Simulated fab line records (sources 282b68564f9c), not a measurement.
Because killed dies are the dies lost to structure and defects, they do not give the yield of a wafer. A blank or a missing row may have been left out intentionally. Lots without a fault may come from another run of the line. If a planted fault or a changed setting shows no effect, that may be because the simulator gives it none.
Struck lot and sound lot, side by side -- flow rit_cmos -- 34 steps out of a route of 202
Sound: the wafers L558.1, L558.5, L558.6. Wafers struck: L560.1, L560.3, L560.6. The cause comes at the end.
Order at every step that has rows: each side's tool, ch and its chambers, its first start. Under that, the readings that differ: sound wafers -- struck wafers -- difference of the means -- sigmas: that difference in standard deviations of wafers without a fault.
alike: a reading whose means differ by less than 2 such deviations, as well as words and numbers matching on both sides. not compared: withheld readings; readings where some wafer has no value; bounds like >300 that might hide an equal value; numbers whose values overlap and for which the record gives no deviation.
Wherever a step has rows on one side only, a row that says differs or no value, or a row with sigmas, the two part there. Numbers that have no deviation but don't overlap get no sigmas and don't part them. A reading that every wafer of one side lacks parts them only if that side has two wafers or more.

first, 3 steps without rows for these wafers: RIT_PWELL_EXPOSE_03 (exposes mask M3, target cd 43700 nm); RIT_PWELL_PEB_04; RIT_PWELL_DEVELOP_05 (develop time 68 s).
RIT_PWELL_OVL_MEAS_06:
  sound on overlay-01 at day 3 12:57; struck on overlay-02 at day 3 19:25
  alike: PWELL_OVL
then, 2 steps without rows for these wafers: RIT_PWELL_HARDBAKE_07 (time 120 s); RIT_PWELL_IMPLANT_08.
RIT_PWELL_STRIP_09: strips in O2, time 180 s.
  sound on plasma_asher-03 ch 0,1, day 3 13:23; struck on plasma_asher-02 ch 0,1, day 3 19:51
  alike: drypump_motor_current_A
  not compared: rf_hours_counter_h
RIT_PWELL_TW_MEAS_10:
  sound on film_metro-04 at day 3 13:34; struck on film_metro-04 at day 3 20:02
  alike: PWELL_TW
then, 1 step without rows for these wafers: RIT_WELLDRIVE_ANNEAL_00 (time 14700 s).
RIT_WELLDRIVE_RS_MEAS_01: measures by four-point-probe.
  sound on film_metro-02 at day 3 18:43; struck on film_metro-01 at day 4 01:10
  alike: NWELL_RS
RIT_WELLDRIVE_RS_MEAS_02: measures by four-point-probe.
  sound on film_metro-02 at day 3 18:50; struck on film_metro-01 at day 4 01:17
  alike: PWELL_RS
then, 1 step without rows for these wafers: RIT_NRETRO_HMDS_00 (prime time 60 s).
RIT_NRETRO_COAT_01: resist thk 1289 nm.
  struck on litho_track-03, day 4 01:34; sound on litho_track-02 ch 0, day 3 19:07
  no value came back on the struck wafers for chill_plate_temp_C (C), dispense_pressure_kPa (kPa); on the sound wafers chill_plate_temp_C (C) reads 22.90 22.89 22.90
then, 4 steps without rows for these wafers: RIT_NRETRO_SOFTBAKE_02 (time 60 s); RIT_NRETRO_EXPOSE_03 (exposes mask M4, target cd 43900 nm); RIT_NRETRO_PEB_04; RIT_NRETRO_DEVELOP_05 (develop time 69.64 s).
RIT_NRETRO_OVL_MEAS_06:
  sound on overlay-02 at day 3 19:50; struck on overlay-02 at day 4 02:25
reading,sound,struck,difference,sigmas
NRETRO_OVL (nm),1.4 3.0 2.1,- - -,no value on the struck wafers,
then, 2 steps without rows for these wafers: RIT_NRETRO_HARDBAKE_07 (time 120 s); RIT_NRETRO_IMPLANT_08.
RIT_NRETRO_STRIP_09: strips in O2, time 180 s.
  sound on plasma_asher-03 ch 0,1, day 3 20:17; struck on plasma_asher-02 ch 0,1, day 4 02:51
  alike: drypump_motor_current_A
  not compared: rf_hours_counter_h
RIT_NRETRO_TW_MEAS_10:
  sound on film_metro-03 at day 3 20:27; struck on film_metro-01 at day 4 03:02
  alike: NRETRO_TW
then, 6 steps without rows for these wafers: RIT_PRETRO_HMDS_00 (prime time 60 s); RIT_PRETRO_COAT_01 (resist thk 1300 nm); RIT_PRETRO_SOFTBAKE_02 (time 60 s); RIT_PRETRO_EXPOSE_03 (exposes mask M5, target cd 43700 nm); RIT_PRETRO_PEB_04; RIT_PRETRO_DEVELOP_05 (develop time 68 s).
RIT_PRETRO_OVL_MEAS_06:
  sound on overlay-02 at day 3 21:40; struck on overlay-01 at day 4 04:05
reading,sound,struck,difference,sigmas
PRETRO_OVL (nm),-1.1 -2.5 -1.8,2.0 1.1 0.4,+3.0,+2
then, 2 steps without rows for these wafers: RIT_PRETRO_HARDBAKE_07 (time 120 s); RIT_PRETRO_IMPLANT_08.
RIT_PRETRO_STRIP_09: strips in O2, time 180 s.
  sound on plasma_asher-03 ch 0,1, day 3 22:05; struck on plasma_asher-04 ch 0,1, day 4 04:32
  alike: drypump_motor_current_A
  not compared: rf_hours_counter_h
RIT_PRETRO_TW_MEAS_10:
  sound on film_metro-03 at day 3 22:16; struck on film_metro-03 at day 4 04:56
reading,sound,struck,difference,sigmas
PRETRO_TW,485 481 482,1085 1083 1087,+602,+94
  not compared: hold
RIT_M1_PROBE_99:
  sound wafers here have rows in the record (prober-02, day 5 03:59); struck ones have none

WHERE THEY PART
At RIT_NRETRO_COAT_01 first; at RIT_M1_PROBE_99 last (within this record only).

WHY: what had been put in by the simulator
Entire step skipped (litho_track-03, RIT_NRETRO_COAT_01), from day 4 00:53 onward. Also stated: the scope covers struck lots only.
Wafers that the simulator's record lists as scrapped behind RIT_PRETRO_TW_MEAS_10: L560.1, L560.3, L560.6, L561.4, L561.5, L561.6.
